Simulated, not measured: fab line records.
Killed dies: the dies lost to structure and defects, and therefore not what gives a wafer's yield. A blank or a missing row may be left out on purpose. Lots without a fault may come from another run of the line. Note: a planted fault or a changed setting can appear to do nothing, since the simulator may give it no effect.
Split-lot study -- flow ritCmos -- 23 wafers read across 5 lots, on a route 202 steps long

== ON THE SPLIT ==
At RIT_PLDD_SOFTBAKE_02 (time 60 s), the setting tempC was moved away from the recipe's 90 C on 9 of the 23 wafers read, by -1.8% to +3.0%. For the rest of the wafers, this setting stayed at what the recipe calls for.

== FROM THE SPLIT TO THE READING: what the file shows between them, 2 steps ==
- RIT_PLDD_EXPOSE_03: exposes mask M8, target cd 40900 nm
- RIT_PLDD_PEB_04

== THE READING ==
NOVOLAK_of_PLDD_COAT_01.thkNm (the simulator's own value, which no gauge read), in nm, at RIT_PLDD_DEVELOP_05 (develop time 50 s). There is no usual value for it anywhere in the file. Here, 14 wafers ran the recipe; their average is 999.8 nm with a standard deviation of 4.1 nm.

wafer,"tool, chamber at the split","tempC as run, C",against the recipe,"NOVOLAK_of_PLDD_COAT_01.thkNm, nm",against lot-mates on the recipe
L074.2,"lithoTrack-03, 0",88.42,-1.8%,1011,+7.0
L074.3,"lithoTrack-03, 0",90,recipe,1005,-
L074.4,"lithoTrack-03, 0",88.42,-1.8%,1009,+5.0
L074.5,"lithoTrack-03, 0",90,recipe,1004,-
L074.6,"lithoTrack-03, 0",90,recipe,1003,-
L078.1,"lithoTrack-04, 0",90,recipe,1004,-
L078.2,"lithoTrack-04, 0",92.01,+2.2%,997.8,-6.2
L078.3,"lithoTrack-04, 0",90,recipe,1003,-
L078.4,"lithoTrack-04, 0",92.01,+2.2%,999.3,-4.7
L078.6,"lithoTrack-04, 0",90,recipe,1005,-
L082.1,"lithoTrack-02, 0",90,recipe,998,-
L082.4,"lithoTrack-02, 0",90,recipe,997.2,-
L082.5,"lithoTrack-02, 0",90,recipe,993.7,-
L083.1,"lithoTrack-04, 0",88.56,-1.6%,1002,+2.1
L083.2,"lithoTrack-04, 0",90,recipe,998.8,-
L083.3,"lithoTrack-04, 0",88.56,-1.6%,1004,+4.1
L083.4,"lithoTrack-04, 0",88.56,-1.6%,1003,+3.1
L083.5,"lithoTrack-04, 0",90,recipe,1001,-
L085.1,"lithoTrack-02, 0",90,recipe,993.9,-
L085.2,"lithoTrack-02, 0",92.71,+3.0%,987.9,-6.7
L085.3,"lithoTrack-02, 0",92.71,+3.0%,991.7,-2.9
L085.4,"lithoTrack-02, 0",90,recipe,994.8,-
L085.6,"lithoTrack-02, 0",90,recipe,995.2,-

THE FIT
A straight line over all 23 wafers: NOVOLAK_of_PLDD_COAT_01.thkNm changes by -2.82 nm for each +1% of tempC; r = -0.69; the points scatter about the line by 4.1 nm.
The same after taking each lot's own level away (the mean of its wafers on the recipe; 23 wafers): -2.14 nm for each +1%; r = -0.90; scatter 1.5 nm.
On that fit, the largest move of tempC shifts the reading by 6.5 nm.
Measured against the standard deviation above, the lots' own levels, which go from 994.63 to 1004.00 nm, span 2.3 times it.
So the lot-to-lot level blurs the effect unless lot-mates are compared.
Check: -6.05 nm against its lot-mates is what the line predicts for one of the wafers moved furthest among these (+3.0%) when that wafer is left out of the fit. Against them it came out at -6.73 nm.

== ADDITIONAL SPLITS CARRIED BY THESE WAFERS ==
Before the reading, these wafers also passed through other splits. Each is held against what the fit with the lots' levels taken away leaves over:
other split on the same wafers,wafers away from the commonest value,r with NOVOLAK_of_PLDD_COAT_01.thkNm (lot level and that fit taken away)
RIT_ACTIVE_CVD_03 sih2cl2FlowSccm,18,-0.33
RIT_ACTIVE_DEVELOP_10 developTimeS,7,+0.21
RIT_ACTIVE_ETCH_13 timeS,7,+0.06
RIT_FOX2_CLEAN_02 timeS,15,+0.11
RIT_NWELL_IMPLANT_08 energyKev,4,-0.13
RIT_PWELL_IMPLANT_08 doseCm2,11,+0.29
RIT_NRETRO_SOFTBAKE_02 tempC,9,-0.13
RIT_NRETRO_IMPLANT_08 energyKev,11,+0.05
RIT_PRETRO_COAT_01 resistThkNm,7,-0.24
RIT_GATE_EXPOSE_13 doseMj,10,+0.08
RIT_NLDD_IMPLANT_08 energyKev,8,+0.14

== FILE'S OWN FIT ==
NOVOLAK_of_PLDD_COAT_01.thkNm changes by -2.14 nm for each +1% of tempC, r = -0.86.
